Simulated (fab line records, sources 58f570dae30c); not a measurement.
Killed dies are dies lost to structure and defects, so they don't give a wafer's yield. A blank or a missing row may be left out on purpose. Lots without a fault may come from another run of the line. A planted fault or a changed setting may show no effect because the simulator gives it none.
Which tool did it? | flow berkeley_cmos170 | 7 lots, 21 wafers sampled, at 1 step of a route of 331

WHAT THE GAUGES READ, wafer by wafer
UCB170_V2_CD_MEAS_12: target cd 700 nm.
lot  | measured     | on        | cd_nm (nm)
L613 | day 8 16:30  | cd_sem-01 | 701.1 699.5 700.6
L616 | day 9 05:24  | cd_sem-02 | 700.4 700.2 700.6
L620 | day 10 14:57 | cd_sem-02 | 703.0 702.7 702.7
L627 | day 11 15:28 | cd_sem-02 | 701.1 701.8 702.8
L629 | day 12 09:19 | cd_sem-01 | 699.8 700.0 701.4
L634 | day 13 10:02 | cd_sem-01 | 700.3 701.2 700.5
L636 | day 13 17:24 | cd_sem-02 | 701.6 702.6 702.3

WHICH TOOL RAN EACH LOT (tool, then ch and the chambers of the sampled wafers, then the start)
The record holds no process step before these readings.

THE ANSWER, worked out from the rows above alone
Rule: what is usual is taken from the lots themselves. Put in order of their means at a reading, lots are off if they are a third of the lots or fewer, leave a main group of 4 or more, and stand apart from it by a gap of 3 or more times the standard deviation of the main group's means; of several such gaps the widest counts. A main group whose means are all the same, to the digits that the tables above print for the reading, isn't used. A lot without any number at a reading at which 4 lots or more have one is off too. The other lots that the step has rows for count as sound.
No lot is off at any reading shown: from this, nothing can be told.

WHAT THE SIMULATOR HAD PUT IN
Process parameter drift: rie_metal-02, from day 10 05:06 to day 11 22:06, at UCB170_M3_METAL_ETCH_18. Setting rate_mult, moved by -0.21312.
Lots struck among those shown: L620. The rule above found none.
